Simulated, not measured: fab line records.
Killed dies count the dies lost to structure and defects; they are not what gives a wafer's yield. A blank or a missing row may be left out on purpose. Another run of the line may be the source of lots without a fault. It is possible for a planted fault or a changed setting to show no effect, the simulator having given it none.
fab line records	flow berkeleyCmos170
[record] lots = 14	wafers = 42	lastDay = 13
route steps=331 shown M1@238
lots untouched by any fault: they come from a run of this same line in which no faults occurred
startH: the number of hours between the record's first day and the start of the first shown wafer of the lot	waitH: how many hours have passed since the lot's step before this one	" the same as in the row above	L1.1+2: one row covering several wafers at once	- no value, or no start given	* or withheld: withheld	< > ~ a bound
route shown NAME@n: names a module that has steps shown in the file, with the first one's number in the route	usual: average and standard deviation across the fault-free wafers	same: alike in all rows	chamber/n: place in a boat	sites: each site's reading	_std_site: how widely they spread, as a standard deviation	_edge_site: mean of outer sites minus mean of inner sites	radiusMm: how far each site lies from the wafer's centre	mask NAME#n: copy n	behind: tool/chamber where the wafer was last shaped	hold: why the lot was held/for how many hours/how that ended	device: which transistor (n, p or np) failed to switch	end of line: at the end of the route, the tests of the same wafers	a step with no rows: only its recipe	killed: the dies lost at the first sort to structure and to defects; this is not the yield of the wafer	map: a wafer's dies, x killed, . not, _ none there
set.NAME: the setting as run; set.NAME@STEP: as run at that earlier step	model.NAME: the simulator's own value behind a step, which no gauge read
steps of the route over a sample of lots; a table a step, a row a wafer
services: when a tool's chamber went out of use (startH, in hours from the record's first day, below 0 if earlier), for how many hours, and the reason
[[steps]]
[step UCB170_M1_SPUTTER_00]
[recipe] material = Al	targetThkNm = 600	timeS = 80	powerW = 6000	chamberPressurePa = 0.5
[usual] throttleValvePct = 30.0/0.94
lot.wafer	tool	chamber	startH	waitH	throttleValvePct
L241.2	pvdSputter-02	-	172.68	0.0	30.0
L241.4	"	-	"	"	32.2
L241.5	"	-	"	"	29.1
L240.1	pvdSputter-03	-	173.69	0.0	29.5
L240.2	"	-	"	"	29.2
L240.4	"	-	"	"	29.3
L243.1	pvdSputter-04	-	188.68	0.0	31.9
L243.3	"	-	"	"	29.9
L243.5	"	-	"	"	29.5
L244.3	pvdSputter-04	-	190.68	0.0	29.2
L244.4	"	-	"	"	31.8
L244.6	"	-	"	"	29.2
L245.3	pvdSputter-02	-	190.68	0.0	29.9
L245.5	"	-	"	"	30.4
L245.6	"	-	"	"	29.4
L247.1	pvdSputter-04	-	210.37	0.0	29.5
L247.2	"	-	"	"	29.0
L247.6	"	-	"	"	29.6
L248.1	pvdSputter-03	-	212.32	0.0	29.5
L248.2	"	-	"	"	30.4
L248.5	"	-	"	"	29.6
L253.4	pvdSputter-02	-	233.89	0.0	29.3
L253.5	"	-	"	"	30.2
L253.6	"	-	"	"	32.4
L254.1	pvdSputter-03	-	245.59	0.0	30.1
L254.2	"	-	"	"	29.3
L254.6	"	-	"	"	29.0
L256.3	pvdSputter-04	-	260.50	0.0	30.3
L256.4	"	-	"	"	29.2
L256.5	"	-	"	"	29.1
L258.2	pvdSputter-04	-	266.57	0.0	30.0
L258.4	"	-	"	"	31.5
L258.6	"	-	"	"	29.4
L257.2	pvdSputter-02	-	267.08	0.0	32.3
L257.3	"	-	"	"	30.1
L257.5	"	-	"	"	32.2
L261.2	pvdSputter-02	-	285.39	0.0	31.9
L261.3	"	-	"	"	30.4
L261.6	"	-	"	"	30.3
L263.2	pvdSputter-03	-	296.59	0.0	29.3
L263.5	"	-	"	"	29.3
L263.6	"	-	"	"	29.4
[step UCB170_M1_RS_MEAS_01]
[recipe] thkMeasGauge = four-point-probe	reads = Al_of_M1_SPUTTER_00
[usual] M1_AL_RS = 0.0486/0.00063
lot.wafer	tool	chamber	startH	waitH	M1_AL_RS[ohm/sq]
L241.2	filmMetro-03	-	172.76	0.1	0.0482
L241.4	"	-	"	"	0.0478
L241.5	"	-	"	"	0.0474
L240.1	filmMetro-04	-	173.75	0.0	0.0492
L240.2	"	-	"	"	0.0491
L240.4	"	-	"	"	0.0493
L243.1	filmMetro-01	-	188.74	0.0	0.0486
L243.3	"	-	"	"	0.0491
L243.5	"	-	"	"	0.0488
L244.3	filmMetro-04	-	190.78	0.1	0.0479
L244.4	"	-	"	"	0.0480
L244.6	"	-	"	"	0.0480
L245.3	filmMetro-03	-	190.78	0.1	0.0483
L245.5	"	-	"	"	0.0478
L245.6	"	-	"	"	0.0479
L247.1	filmMetro-03	-	210.43	0.0	0.0482
L247.2	"	-	"	"	0.0487
L247.6	"	-	"	"	0.0483
L248.1	filmMetro-03	-	212.38	0.0	0.0498
L248.2	"	-	"	"	0.0496
L248.5	"	-	"	"	0.0501
L253.4	filmMetro-04	-	234.01	0.1	0.0480
L253.5	"	-	"	"	0.0488
L253.6	"	-	"	"	0.0484
L254.1	filmMetro-04	-	245.65	0.0	0.0493
L254.2	"	-	"	"	0.0492
L254.6	"	-	"	"	0.0489
L256.3	filmMetro-03	-	260.60	0.1	0.0480
L256.4	"	-	"	"	0.0484
L256.5	"	-	"	"	0.0479
L258.2	filmMetro-04	-	266.66	0.1	0.0478
L258.4	"	-	"	"	0.0476
L258.6	"	-	"	"	0.0482
L257.2	filmMetro-04	-	267.16	0.1	0.0563
L257.3	"	-	"	"	0.0567
L257.5	"	-	"	"	0.0559
L261.2	filmMetro-03	-	285.47	0.1	0.0558
L261.3	"	-	"	"	0.0555
L261.6	"	-	"	"	0.0552
L263.2	filmMetro-04	-	296.71	0.1	0.0485
L263.5	"	-	"	"	0.0492
L263.6	"	-	"	"	0.0488
[step UCB170_M1_THK_MEAS_02]
[recipe] thkMeasGauge = xrf	reads = Al_of_M1_SPUTTER_00
[usual] M1_AL_THK = 585/7.7
lot.wafer	tool	chamber	startH	waitH	M1_AL_THK[nm]
L241.2	filmMetro-03	-	172.87	0.1	588
L241.4	"	-	"	"	590
L241.5	"	-	"	"	594
L240.1	filmMetro-04	-	173.87	0.1	581
L240.2	"	-	"	"	579
L240.4	"	-	"	"	579
L243.1	filmMetro-01	-	188.86	0.1	589
L243.3	"	-	"	"	581
L243.5	"	-	"	"	586
L244.3	filmMetro-04	-	190.88	0.1	594
L244.4	"	-	"	"	596
L244.6	"	-	"	"	601
L245.3	filmMetro-03	-	190.88	0.1	584
L245.5	"	-	"	"	591
L245.6	"	-	"	"	590
L247.1	filmMetro-03	-	210.55	0.1	583
L247.2	"	-	"	"	578
L247.6	"	-	"	"	582
L248.1	filmMetro-03	-	212.50	0.1	569
L248.2	"	-	"	"	571
L248.5	"	-	"	"	562
L253.4	filmMetro-04	-	234.10	0.1	593
L253.5	"	-	"	"	583
L253.6	"	-	"	"	587
L254.1	filmMetro-04	-	245.77	0.1	578
L254.2	"	-	"	"	581
L254.6	"	-	"	"	586
L256.3	filmMetro-03	-	260.70	0.1	592
L256.4	"	-	"	"	586
L256.5	"	-	"	"	591
L258.2	filmMetro-04	-	266.77	0.1	596
L258.4	"	-	"	"	598
L258.6	"	-	"	"	592
L257.2	filmMetro-04	-	267.27	0.1	506
L257.3	"	-	"	"	506
L257.5	"	-	"	"	512
L261.2	filmMetro-03	-	285.58	0.1	509
L261.3	"	-	"	"	513
L261.6	"	-	"	"	514
L263.2	filmMetro-04	-	296.82	0.1	588
L263.5	"	-	"	"	581
L263.6	"	-	"	"	586
[step UCB170_M1_METAL_ETCH_12]
[recipe] chemistry = Cl2/BCl3	target = Al	stopOn = PSG	pressureMtorr = 12	targetDepthA = 7800	overEtchFrac = 0.3	timeS = 130	icpW = 600	biasW = 120	Cl2_flow_sccm = 90	bcl3FlowSccm = 45
[usual] drypumpMotorCurrentA = 5.58/0.23	oesProductAu = 0.856/0.017	throttleValvePct = 24.32/0.14
lot.wafer	tool	chamber	startH	waitH	drypumpMotorCurrentA	oesProductAu	rfHoursCounterH	throttleValvePct
L241.2	rieMetal-04	1	174.51	-	5.88	0.864	9	24.54
L241.4	"	1	"	"	5.93	0.868	-	24.50
L241.5	"	0	"	"	5.71	0.883	-	24.31
L240.1	rieMetal-03	1	175.19	-	5.33	0.830	11	24.20
L240.2	"	0	"	"	5.24	0.863	4	24.14
L240.4	"	1	"	"	5.31	0.832	-	24.19
L243.1	rieMetal-02	1	190.02	-	5.74	0.844	88	24.33
L243.3	"	1	"	"	5.74	0.850	-	24.32
L243.5	"	1	"	"	5.74	0.839	-	24.33
L245.3	rieMetal-03	1	192.00	-	5.32	0.839	-	24.19
L245.5	"	0	"	"	5.26	0.881	-	24.12
L245.6	"	1	"	"	5.32	0.847	-	24.18
L244.3	rieMetal-02	0	192.32	-	5.69	0.860	-	24.44
L244.4	"	0	"	"	5.71	0.863	-	24.47
L244.6	"	0	"	"	5.70	0.863	-	24.44
L247.1	rieMetal-04	1	211.88	-	5.91	0.857	10	24.52
L247.2	"	0	"	"	5.72	0.875	13	24.32
L247.6	"	1	"	"	5.89	0.853	-	24.53
L248.1	rieMetal-02	1	213.73	-	5.72	0.830	0	24.38
L248.2	"	1	"	"	5.73	0.845	-	24.37
L248.5	"	1	"	"	5.74	0.833	-	24.38
L253.4	rieMetal-02	1	235.34	-	5.73	0.852	-	24.37
L253.5	"	1	"	"	5.73	0.848	-	24.40
L253.6	"	0	"	"	5.69	0.865	-	24.53
L254.1	rieMetal-02	1	247.85	-	5.73	0.839	1	24.39
L254.2	"	0	"	"	5.72	0.859	0	24.54
L254.6	"	0	"	"	5.69	0.863	-	24.51
L256.3	rieMetal-02	0	262.19	-	5.72	0.882	-	24.53
L256.4	"	1	"	"	5.73	0.843	-	24.37
L256.5	"	0	"	"	5.72	0.876	-	24.53
L258.2	rieMetal-03	0	268.54	-	5.28	0.888	7	24.13
L258.4	"	0	"	"	5.26	0.884	-	24.13
L258.6	"	0	"	"	5.26	0.878	-	24.14
L257.2	rieMetal-04	0	269.09	-	5.71	0.809	14	24.35
L257.3	"	0	"	"	5.71	0.806	-	24.34
L257.5	"	0	"	"	5.71	0.814	-	24.36
L261.2	rieMetal-04	1	287.14	-	5.89	0.798	12	24.56
L261.3	"	0	"	"	5.72	0.815	-	24.34
L261.6	"	1	"	"	5.92	0.798	-	24.56
L263.2	rieMetal-03	1	298.87	-	5.34	0.838	14	24.18
L263.5	"	0	"	"	5.26	0.865	-	24.12
L263.6	"	1	"	"	5.33	0.839	-	24.18
[[services]]
tool	chamber	startH	hours	kind
rieMetal-02	1	190.29	-	clean
rieMetal-02	1	190.29	17.4	scheduledDown
rieMetal-02	1	190.29	17.4	ventCycle
rieMetal-02	-	205.88	0.5	repair
rieMetal-04	-	206.61	2.8	pm
rieMetal-02	0	207.67	-	clean
rieMetal-02	0	207.67	19.0	scheduledDown
rieMetal-02	0	207.67	19.0	ventCycle
rieMetal-02	-	228.08	1.4	pm
pvdSputter-04	-	232.06	3.4	repair
pvdSputter-03	-	265.06	2.6	repair
pvdSputter-03	-	266.34	1.8	repair
rieMetal-02	-	269.09	2.8	pm
rieMetal-04	0	294.97	-	clean
rieMetal-04	0	294.97	16.2	scheduledDown
rieMetal-04	0	294.97	16.2	ventCycle
[[key]]
[firstSign] step = UCB170_M1_RS_MEAS_01	reading = M1_AL_RS	direction = up	sigmas = 12	usual = 0.0486	struck = 0.0559
[effect] step = UCB170_M1_THK_MEAS_02	reading = M1_AL_THK	direction = down	sigmas = 9.8	usual = 585	struck = 510
[effect] step = UCB170_M1_METAL_ETCH_12	reading = oesProductAu	direction = down	sigmas = 3	usual = 0.856	struck = 0.807
metAt UCB170_M1_SPUTTER_00
struckLots L257,L261
onsetBetween 233.89 267.08
[fault] kind = processParameterDrift	tool = pvdSputter-02	chamber = -	onsetH = 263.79	steps = UCB170_M1_SPUTTER_00	channel = timeS	offset = *	shape = step	endH = 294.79	actsIn = *	stated = *
